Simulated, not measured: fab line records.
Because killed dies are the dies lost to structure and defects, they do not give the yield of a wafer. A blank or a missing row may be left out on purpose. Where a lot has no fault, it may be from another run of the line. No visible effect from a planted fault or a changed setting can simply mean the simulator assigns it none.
Struck lot and sound lot, side by side | flow rit-cmos | 20 out of 202 route steps
Sound: the wafers L718.2, L718.3, L718.6. Wafers L717.4, L717.5, L717.6 were the ones struck. At the end, the cause is stated.
For every step that has rows: the tool of each side, followed by ch and its chambers, followed by its first start. Under that, the readings that differ: sound wafers | struck wafers | difference of the means | sigmas: that difference in standard deviations of wafers without a fault.
alike: same words and numbers on both sides, and readings whose means sit less than 2 such deviations apart. not compared: any withheld reading, any reading some wafer has no value for, any bound like >300 that may hide the same value, and any number with overlapping values for which the record gives no deviation.
Wherever a step has rows on one side only, a row that says differs or no value, or a row with sigmas, the two part there. Non-overlapping numbers with no deviation appear without sigmas and do not part them. Lack of a reading on every wafer of one side parts them only where that side has two or more wafers.

first, 4 steps without rows for these wafers: RIT_ACTIVE_SOFTBAKE_07 (time 60 s); RIT_ACTIVE_EXPOSE_08 (exposes mask M1, target cd 1400 nm); RIT_ACTIVE_PEB_09; RIT_ACTIVE_DEVELOP_10 (develop time 50 s).
RIT_ACTIVE_CD_MEAS_11 targets a cd of 1400 nm.
  struck on cd-sem-02, day 2 01:28; sound on cd-sem-02, day 2 05:37
  alike: cd-nm
then, 1 step without rows for these wafers: RIT_ACTIVE_HARDBAKE_12 (time 60 s).
RIT_ACTIVE_ETCH_13: etches Si3N4 in SF6, stops on SiO2, time 201.2 s, target depth 210 nm.
  sound on rie-diel-04 ch 0,2,3, day 2 05:52; struck on rie-diel-01 ch 0,2,3, day 2 01:41
  alike: drypump-motor-current-A, oes-product-au, throttle-valve-pct
  not compared: rf-hours-counter-h
RIT_ACTIVE_STRIP_14: strips in O2, time 180 s.
  sound on plasma-asher-04 ch 0, day 2 05:59; struck on plasma-asher-02 ch 0,1, day 2 01:52
  alike: drypump-motor-current-A
  not compared: rf-hours-counter-h
RIT_ACTIVE_CD_MEAS_90 targets a cd of 1400 nm.
  struck on cd-sem-02, day 2 02:06; sound on cd-sem-02, day 2 06:11
  alike: cd-nm
then, 3 steps without rows for these wafers: RIT_ACTIVE_CLEAN_15 (cleans in SC1, time 600 s); RIT_ACTIVE_CLEAN_16 (cleans in dHF, time 30 s); RIT_ACTIVE_CLEAN_17 (cleans in SC2, time 600 s).
RIT_FOX1_OXIDATION_00: target thk 350.7 nm, ox time 1130 s.
  sound on furnace-04 ch 0, day 2 08:10; struck on furnace-04 ch 0, day 2 04:02
  alike: ox-temp-c, tube_center_temp_C_max
RIT_FOX1_THK_MEAS_01:
  struck on film-metro-01, day 2 05:23; sound on film-metro-02, day 2 09:30
  reading             | sound       | struck      | difference | sigmas
  FOX1_OXIDE_THK (nm) | 345 346 348 | 539 528 531 | +186       | +32
RIT_FOX1_WET_ETCH_02: etches SiO2 in BOE, target depth 350 nm, time 390 s.
  sound on wet-bench-03 ch 1, day 2 09:33; struck on wet-bench-04 ch 0, day 2 05:25
  reading                                  | sound             | struck            | difference | sigmas
  model.Si3N4_of_ACTIVE_CVD_03.thk-nm (nm) | 136.7 138.9 137.9 | 134.3 133.9 133.8 | -3.8       |
then, 1 step without rows for these wafers: RIT_FOX2_OXIDATION_00 (target thk 350.7 nm, ox time 1130 s).
RIT_FOX2_THK_MEAS_01:
  struck on film-metro-02, day 2 07:46; sound on film-metro-01, day 2 10:59
  alike: FOX2_OXIDE_THK
RIT_FOX2_CLEAN_02: cleans in dHF, time 180 s.
  sound on wet-bench-03 ch 1, day 2 11:02; struck on wet-bench-03 ch 1, day 2 07:47
  reading                                  | sound             | struck            | difference | sigmas
  model.Si3N4_of_ACTIVE_CVD_03.thk-nm (nm) | 129.7 131.8 130.9 | 127.3 126.9 126.8 | -3.8       |
then, 1 step without rows for these wafers: RIT_FOX2_WET_ETCH_03 (etches Si3N4 in H3PO4, target depth 195 nm, time 2700 s).
RIT_M1_PROBE_99:
  struck on prober-01, day 4 03:23; sound on prober-02, day 4 01:26
  alike: killed-at-front-end, killed-dies, killed-open, killed-short

== WHERE THEY PART ==
Only at RIT_FOX1_THK_MEAS_01, as far as this record shows. Later steps at which nothing parts them and some readings are alike: RIT_FOX2_THK_MEAS_01, RIT_M1_PROBE_99.

WHY: what the simulator had put in
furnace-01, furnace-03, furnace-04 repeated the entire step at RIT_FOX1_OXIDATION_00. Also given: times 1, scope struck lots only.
